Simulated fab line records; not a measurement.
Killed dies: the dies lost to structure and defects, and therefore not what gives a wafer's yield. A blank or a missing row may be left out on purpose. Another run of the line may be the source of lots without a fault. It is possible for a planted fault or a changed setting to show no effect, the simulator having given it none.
Tool commonality check || flow berkeley cmos170 || 48 wafers sampled across 16 lots

## THE REASON FOR OPENING IT
At UCB170_GATE_OVL_MEAS_13 the reading GATE_OVL is flagged on 4 of 16 lots. Wafers without a fault read 1 nm, standard deviation 5.8.
Rule: a lot gets a flag if all its wafers with a number sit over 4 standard deviations from that mean, or if no wafer of it has a number. All remaining lots are regarded as sound.

{"lot": "L921", "measured": "day 7 05:54", "on": "overlay-02", "GATE_OVL (nm), wafer by wafer": "-1 2 -1", "flag": ""}
{"lot": "L922", "measured": "day 7 15:00", "on": "overlay-01", "GATE_OVL (nm), wafer by wafer": "4 4 8", "flag": ""}
{"lot": "L924", "measured": "day 7 15:03", "on": "overlay-02", "GATE_OVL (nm), wafer by wafer": "3 0 7", "flag": ""}
{"lot": "L923", "measured": "day 7 15:16", "on": "overlay-02", "GATE_OVL (nm), wafer by wafer": "254 257 263", "flag": "FLAGGED"}
{"lot": "L926", "measured": "day 7 23:06", "on": "overlay-01", "GATE_OVL (nm), wafer by wafer": "4 8 -6", "flag": ""}
{"lot": "L925", "measured": "day 7 23:23", "on": "overlay-01", "GATE_OVL (nm), wafer by wafer": "-4 1 -5", "flag": ""}
{"lot": "L929", "measured": "day 8 09:51", "on": "overlay-01", "GATE_OVL (nm), wafer by wafer": "258 260 258", "flag": "FLAGGED"}
{"lot": "L928", "measured": "day 8 10:09", "on": "overlay-02", "GATE_OVL (nm), wafer by wafer": "13 7 12", "flag": ""}
{"lot": "L927", "measured": "day 8 10:24", "on": "overlay-02", "GATE_OVL (nm), wafer by wafer": "265 260 269", "flag": "FLAGGED"}
{"lot": "L932", "measured": "day 9 00:14", "on": "overlay-02", "GATE_OVL (nm), wafer by wafer": "1 -6 2", "flag": ""}
{"lot": "L930", "measured": "day 9 00:26", "on": "overlay-02", "GATE_OVL (nm), wafer by wafer": "260 259 258", "flag": "FLAGGED"}
{"lot": "L933", "measured": "day 9 09:53", "on": "overlay-01", "GATE_OVL (nm), wafer by wafer": "-2 -6 -14", "flag": ""}
{"lot": "L936", "measured": "day 10 00:40", "on": "overlay-02", "GATE_OVL (nm), wafer by wafer": "4 8 6", "flag": ""}
{"lot": "L935", "measured": "day 10 00:46", "on": "overlay-02", "GATE_OVL (nm), wafer by wafer": "5 -1 -2", "flag": ""}
{"lot": "L937", "measured": "day 10 14:19", "on": "overlay-01", "GATE_OVL (nm), wafer by wafer": "-8 7 -10", "flag": ""}
{"lot": "L940", "measured": "day 11 00:02", "on": "overlay-02", "GATE_OVL (nm), wafer by wafer": "6 17 1", "flag": ""}
The mean of the flagged lots' numbers is 260 nm, +259 nm from the usual (+45 standard deviations).

## EACH LOT AND THE TOOL IT RAN ON
The record keeps 1 process step preceding the reading, out of 331 steps on the route. Each cell gives the tool, then ch followed by the chambers the sampled wafers passed through, then the start.
{"lot": "L921", "flag": "", "UCB170_GATE_EXPOSE_09": "krf scanner-02 ch 0, day 7 05:11"}
{"lot": "L922", "flag": "", "UCB170_GATE_EXPOSE_09": "krf scanner-02 ch 0, day 7 14:14"}
{"lot": "L924", "flag": "", "UCB170_GATE_EXPOSE_09": "krf scanner-01 ch 0, day 7 14:28"}
{"lot": "L923", "flag": "FLAGGED", "UCB170_GATE_EXPOSE_09": "krf scanner-02 ch 0, day 7 14:41"}
{"lot": "L926", "flag": "", "UCB170_GATE_EXPOSE_09": "krf scanner-01 ch 0, day 7 22:35"}
{"lot": "L925", "flag": "", "UCB170_GATE_EXPOSE_09": "krf scanner-01 ch 0, day 7 22:44"}
{"lot": "L929", "flag": "FLAGGED", "UCB170_GATE_EXPOSE_09": "krf scanner-02 ch 0, day 8 09:20"}
{"lot": "L928", "flag": "", "UCB170_GATE_EXPOSE_09": "krf scanner-01 ch 0, day 8 09:38"}
{"lot": "L927", "flag": "FLAGGED", "UCB170_GATE_EXPOSE_09": "krf scanner-02 ch 0, day 8 09:49"}
{"lot": "L932", "flag": "", "UCB170_GATE_EXPOSE_09": "krf scanner-01 ch 0, day 8 23:12"}
{"lot": "L930", "flag": "FLAGGED", "UCB170_GATE_EXPOSE_09": "krf scanner-02 ch 0, day 8 23:32"}
{"lot": "L933", "flag": "", "UCB170_GATE_EXPOSE_09": "krf scanner-01 ch 0, day 9 09:20"}
{"lot": "L936", "flag": "", "UCB170_GATE_EXPOSE_09": "krf scanner-01 ch 0, day 9 23:54"}
{"lot": "L935", "flag": "", "UCB170_GATE_EXPOSE_09": "krf scanner-01 ch 0, day 9 23:59"}
{"lot": "L937", "flag": "", "UCB170_GATE_EXPOSE_09": "krf scanner-01 ch 0, day 10 13:24"}
{"lot": "L940", "flag": "", "UCB170_GATE_EXPOSE_09": "krf scanner-01 ch 0, day 10 23:14"}
These steps, and what they do:
- UCB170_GATE_EXPOSE_09: exposes mask POLY, target cd 350 nm.
- UCB170_GATE_OVL_MEAS_13

## FLAGGED OVER TOTAL, TOOL BY TOOL (the gauges that took the reading come last)
{"step": "UCB170_GATE_EXPOSE_09", "tool": "krf scanner-01", "lots run": 10, "flagged": 0, "share of the flagged lots": "none", "sound lots run after its first flagged lot": "-"}
{"step": "UCB170_GATE_EXPOSE_09", "tool": "krf scanner-02", "lots run": 6, "flagged": 4, "share of the flagged lots": "all", "sound lots run after its first flagged lot": 0}
{"step": "UCB170_GATE_OVL_MEAS_13", "tool": "overlay-01", "lots run": 6, "flagged": 1, "share of the flagged lots": "some", "sound lots run after its first flagged lot": "2 (L933,L937)"}
{"step": "UCB170_GATE_OVL_MEAS_13", "tool": "overlay-02", "lots run": 10, "flagged": 3, "share of the flagged lots": "some", "sound lots run after its first flagged lot": "5 (L928,L932,L936,L935,L940)"}

## THE TABLE: WHAT IT ALLOWS
All flagged lots share 1 row of the table, namely krf scanner-02 at UCB170_GATE_EXPOSE_09.
- krf scanner-02 at UCB170_GATE_EXPOSE_09: 4 of its 6 lots flagged. Last sound lot L922 at day 7 14:14, first flagged lot L923 at day 7 14:41; a fault beginning in between fits.
krf scanner-02 at UCB170_GATE_EXPOSE_09 is the single tool remaining.

## WHAT THE SIMULATOR HAD INSERTED
Scanner matching overlay: krf scanner-02, from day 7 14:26 on, at UCB170_GATE_EXPOSE_09. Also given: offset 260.
Lots struck among those shown: L923, L929, L927, L930. This agrees with what the rule above found.
